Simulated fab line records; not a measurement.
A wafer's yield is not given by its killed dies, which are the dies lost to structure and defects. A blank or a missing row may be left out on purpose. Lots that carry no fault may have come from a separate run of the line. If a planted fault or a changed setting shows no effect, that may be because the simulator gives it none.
A struck lot beside a sound one ; flow berkeley-cmos170 ; 17 out of 331 route steps
Sound: the wafers L233.2, L233.3, L233.5. Wafers L244.1, L244.3, L244.6 were the ones struck. Last of all comes the cause.
Order at every step that has rows: each side's tool, ch and its chambers, its first start. Under that, the readings that differ: sound wafers ; struck wafers ; difference of the means ; sigmas: that difference in standard deviations of wafers without a fault.
alike: words and numbers the same on both sides, and readings whose means are apart by under 2 such deviations; not compared: readings that were withheld, readings missing a value for some wafer, numbers with overlapping values and no deviation given by the record, and bounds like >300 which may hide the same value.
Wherever a step has rows on one side only, a row that says differs or no value, or a row with sigmas, the two part there. Numbers that have no deviation but don't overlap get no sigmas and don't part them. A reading that every wafer of one side lacks parts them only if that side has two wafers or more.

first, 1 step without rows for these wafers: UCB170_NLDD_IMPLANT_09.
UCB170_NLDD_STRIP_10: strips in O2.
  sound on plasma-asher-04 ch 0,1, day 7 06:39; struck on plasma-asher-01 ch 0,1, day 9 14:59
  alike: drypump-motor-current-A, oes-product-au, strip-time-to-endpoint-s
  not compared: rf-hours-counter-h
UCB170_NLDD_TW_MEAS_11:
  sound on film-metro-02, day 7 06:46; struck on film-metro-04, day 9 15:05
  alike: NLDD_TW
then, 1 step without rows for these wafers: UCB170_NLDD_CLEAN_12 (cleans in SPM, time 600 s).
UCB170_SPACER_CVD_00: deposits SiO2 from TEOS/O2, target thk 376 nm, time 47 s.
  sound on pecvd-04 ch 0,2, day 7 07:15; struck on pecvd-03 ch 0,2, day 9 15:39
  alike: heater-power-w
UCB170_SPACER_THK_MEAS_01:
  sound on film-metro-02, day 7 07:18; struck on film-metro-03, day 9 15:41
  alike: SPACER_TEOS_THK
then, 1 step without rows for these wafers: UCB170_SPACER_ANNEAL_02 (time 1800 s).
UCB170_SPACER_ETCHBACK_03: etches SiO2 in CHF3/CF4/Ar, stops on Si, target depth 376 nm, time 100 s.
  sound on rie-diel-01 ch 0,1,2, day 7 12:52; struck on rie-diel-03 ch 0,2, day 9 20:14
reading;sound;struck;difference;sigmas
drypump-motor-current-A (A);5.6 5.3 5.7;6.2 6.8 6.8;+1.1;+3
  alike: oes-product-au, throttle-valve-pct
  not compared: rf-hours-counter-h
then, 4 steps without rows for these wafers: UCB170_PSD_HMDS_00 (prime time 60 s); UCB170_PSD_COAT_01 (resist thk 900 nm); UCB170_PSD_SOFTBAKE_02 (time 60 s); UCB170_PSD_EXPOSE_03 (exposes mask PSELECT MOD, target cd 1200 nm).
UCB170_PSD_PEB_04:
  sound on litho-track-02 ch 0, day 7 13:52; struck on litho-track-02 ch 0, day 9 21:21
reading;sound;struck;difference;sigmas
heater-power-total-W (W);56.77 56.77 56.86;59.04 59.04 59.06;+2.25;+50
plate-temp-C (C);129.82 129.96 129.96;134.05 133.92 134.03;+4.09;+27
then, 1 step without rows for these wafers: UCB170_PSD_DEVELOP_05 (develop time 45 s).
UCB170_PSD_CD_MEAS_06 targets a cd of 1200 nm.
  sound on cd-sem-02, day 7 14:08; struck on cd-sem-02, day 9 21:38
reading;sound;struck;difference;sigmas
cd-nm (nm);1198.9 1199.6 1199.9;1222.8 1222.8 1221.0;+22.7;+17
UCB170_PSD_OVL_MEAS_07:
  sound on overlay-01, day 7 14:14; struck on overlay-01, day 9 21:45
  alike: PSD_OVL
UCB170_M3_PROBE_99:
  the record has rows for the struck wafers here (prober-01, day 11 06:43) and none for the sound ones

WHERE THEY PART
First at UCB170_SPACER_ETCHBACK_03; last, within this record, at UCB170_M3_PROBE_99.

WHY: the cause the simulator had injected
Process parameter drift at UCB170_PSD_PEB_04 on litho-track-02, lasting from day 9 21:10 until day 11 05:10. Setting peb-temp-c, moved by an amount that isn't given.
